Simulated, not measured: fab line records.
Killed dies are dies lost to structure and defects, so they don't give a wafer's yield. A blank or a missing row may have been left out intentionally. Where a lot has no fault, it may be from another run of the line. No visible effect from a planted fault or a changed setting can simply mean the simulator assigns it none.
Split-lot trial	flow rit cmos	on a route of 202 steps: 5 lots, 23 wafers read

== ON THE SPLIT ==
At RIT_M1_DEVELOP_08 (develop time 68 s), the setting develop time s was moved away from the recipe's 68 s on 11 of the 23 wafers read, by -13.8% to +14.1%. All remaining wafers had this setting at the recipe value.

Split to reading: the file shows no intervening step.

== THE READING ==
Shown in nm: cd nm at RIT_M1_CD_MEAS_09, with target cd 2600 nm. A value of 2600.3 nm with a standard deviation of 2.1 nm is what fault-free wafers of this fab line usually give.

wafer	tool, chamber at the split	develop time s as run, s	against the recipe	cd nm, nm	against lot-mates on the recipe
L075.2	litho track-01, 0	68	recipe	2601.3	-
L075.3	litho track-01, 0	58.64	-13.8%	2616.3	+13.8
L075.4	litho track-01, 0	58.64	-13.8%	2617.6	+15.1
L075.5	litho track-01, 0	68	recipe	2603.7	-
L075.6	litho track-01, 0	58.64	-13.8%	2618.3	+15.8
L076.1	litho track-02, 0	68	recipe	2602.3	-
L076.2	litho track-02, 0	77.62	+14.1%	2588.9	-12.2
L076.3	litho track-02, 0	68	recipe	2599.1	-
L076.5	litho track-02, 0	77.62	+14.1%	2587.4	-13.7
L076.6	litho track-02, 0	68	recipe	2601.8	-
L077.1	litho track-04, 0	61.19	-10.0%	2612.5	+8.7
L077.3	litho track-04, 0	68	recipe	2601.4	-
L077.4	litho track-04, 0	61.19	-10.0%	2612.4	+8.6
L077.5	litho track-04, 0	61.19	-10.0%	2612.8	+9.0
L077.6	litho track-04, 0	68	recipe	2606.2	-
L080.1	litho track-01, 0	72.92	+7.2%	2595.4	-5.0
L080.2	litho track-01, 0	68	recipe	2599.3	-
L080.3	litho track-01, 0	72.92	+7.2%	2595.2	-5.2
L080.4	litho track-01, 0	72.92	+7.2%	2592.9	-7.5
L080.6	litho track-01, 0	68	recipe	2601.4	-
L081.2	litho track-02, 0	68	recipe	2597.8	-
L081.3	litho track-02, 0	68	recipe	2597.4	-
L081.4	litho track-02, 0	68	recipe	2599.7	-

FIT RESULTS
A straight line over all 23 wafers: cd nm changes by -1.06 nm for each +1% of develop time s; r = -0.97; the points scatter about the line by 2.1 nm.
The same after taking each lot's own level away (the mean of its wafers on the recipe; 23 wafers): -0.956 nm for each +1%; r = -0.98; scatter 1.5 nm.
Per that fit: largest develop time s move, reading shift of 14 nm.
Across the lots, their own levels run from 2598.30 to 2603.80 nm, a range of 2.6 times the standard deviation given above.
In other words, the slope is changed by the lot-to-lot level; the two fits disagree.
Check: for one of the wafers moved furthest among these (+14.1%), held out of the fit, the line's prediction against its lot-mates is -13.5 nm. Against them it came out at -12.2 nm.

== OTHER SPLITS ON THESE WAFERS ==
These wafers also went through other splits before the reading. Each is held against what the fit with the lots' levels taken away leaves over:
other split on the same wafers	wafers away from the commonest value	r with cd nm (lot level and that fit taken away)
RIT_SILICIDE_SPUTTER_01 time s	8	-0.01
RIT_M1_SPUTTER_00 time s	5	+0.10

== FILE'S OWN FIT ==
cd nm changes by -0.955 nm for each +1% of develop time s, r = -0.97.
